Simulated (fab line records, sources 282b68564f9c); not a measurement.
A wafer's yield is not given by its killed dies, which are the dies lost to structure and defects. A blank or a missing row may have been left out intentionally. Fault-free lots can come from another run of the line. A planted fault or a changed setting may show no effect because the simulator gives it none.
Split-lot trial ; flow rit_cmos ; route with 202 steps; 5 lots, 23 wafers read

THE SPLIT ITSELF
At RIT_NRETRO_IMPLANT_08, the setting dose_cm2 was moved away from the recipe's 1e+13 on 6 of the 23 wafers read, by -6.5% to -3.2%. For the rest of the wafers, this setting stayed at what the recipe calls for.

BETWEEN THE SPLIT AND THE READING: the file shows 1 step in between
- RIT_NRETRO_STRIP_09: strips in O2, time 180 s

THE READING
NRETRO_TW, at RIT_NRETRO_TW_MEAS_10. Fault-free wafers of this fab line usually give 1054, standard deviation 3.8.

wafer;tool, chamber at the split;dose_cm2 as run;against the recipe;NRETRO_TW;against lot-mates on the recipe
L075.2;implanter-01, 0;1e+13;recipe;1057;-
L075.3;implanter-01, 0;1e+13;recipe;1057;-
L075.4;implanter-01, 0;9.348e+12;-6.5%;1037;-20
L075.5;implanter-01, 0;9.348e+12;-6.5%;1030;-27
L075.6;implanter-01, 0;9.348e+12;-6.5%;1032;-25
L076.1;implanter-01, 0;1e+13;recipe;1058;-
L076.2;implanter-01, 0;1e+13;recipe;1057;-
L076.4;implanter-01, 0;1e+13;recipe;1055;-
L076.5;implanter-01, 0;1e+13;recipe;1060;-
L076.6;implanter-01, 0;1e+13;recipe;1061;-
L081.3;implanter-02, 0;1e+13;recipe;1054;-
L081.4;implanter-02, 0;1e+13;recipe;1055;-
L081.6;implanter-02, 0;1e+13;recipe;1048;-
L082.1;implanter-03, 0;1e+13;recipe;1057;-
L082.3;implanter-03, 0;9.675e+12;-3.2%;1045;-10
L082.4;implanter-03, 0;9.675e+12;-3.2%;1048;-8
L082.5;implanter-03, 0;1e+13;recipe;1054;-
L082.6;implanter-03, 0;9.675e+12;-3.2%;1046;-10
L085.2;implanter-03, 0;1e+13;recipe;1051;-
L085.3;implanter-03, 0;1e+13;recipe;1046;-
L085.4;implanter-03, 0;1e+13;recipe;1053;-
L085.5;implanter-03, 0;1e+13;recipe;1055;-
L085.6;implanter-03, 0;1e+13;recipe;1052;-

FIT RESULTS
A straight line over all 23 wafers: NRETRO_TW changes by +3.21 for each +1% of dose_cm2; r = +0.90; the points scatter about the line by 3.7.
The same after taking each lot's own level away (the mean of its wafers on the recipe; 23 wafers): +3.54 for each +1%; r = +0.95; scatter 2.7.
Per that fit: largest dose_cm2 move, reading shift of 23.
The lots' own levels span 1051.4 to 1058.2, that is 1.8 times the standard deviation above.
Consequently the slope shifts little with the lot-to-lot level, the two slopes agreeing.
Check: with one of the wafers moved furthest among these (-6.5%) left out of the fit, the line predicts -24 for it against its lot-mates. It came out at -20 against them.

THESE WAFERS: OTHER SPLITS
Note: prior to the reading, these wafers also went through further splits. Each is held against what the fit with the lots' levels taken away leaves over:
other split on the same wafers;wafers away from the commonest value;r with NRETRO_TW (lot level and that fit taken away)
RIT_ACTIVE_OXIDATION_01 temp_c;18;+0.19
RIT_ACTIVE_DEVELOP_10 dev_temp_c;9;-0.12
RIT_NWELL_COAT_01 spin_rpm;7;-0.06
RIT_NWELL_IMPLANT_08 energy_kev;10;+0.10
RIT_PWELL_IMPLANT_08 dose_cm2;10;-0.03

FILE'S OWN FIT
NRETRO_TW changes by +3.53 for each +1% of dose_cm2, r = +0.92.
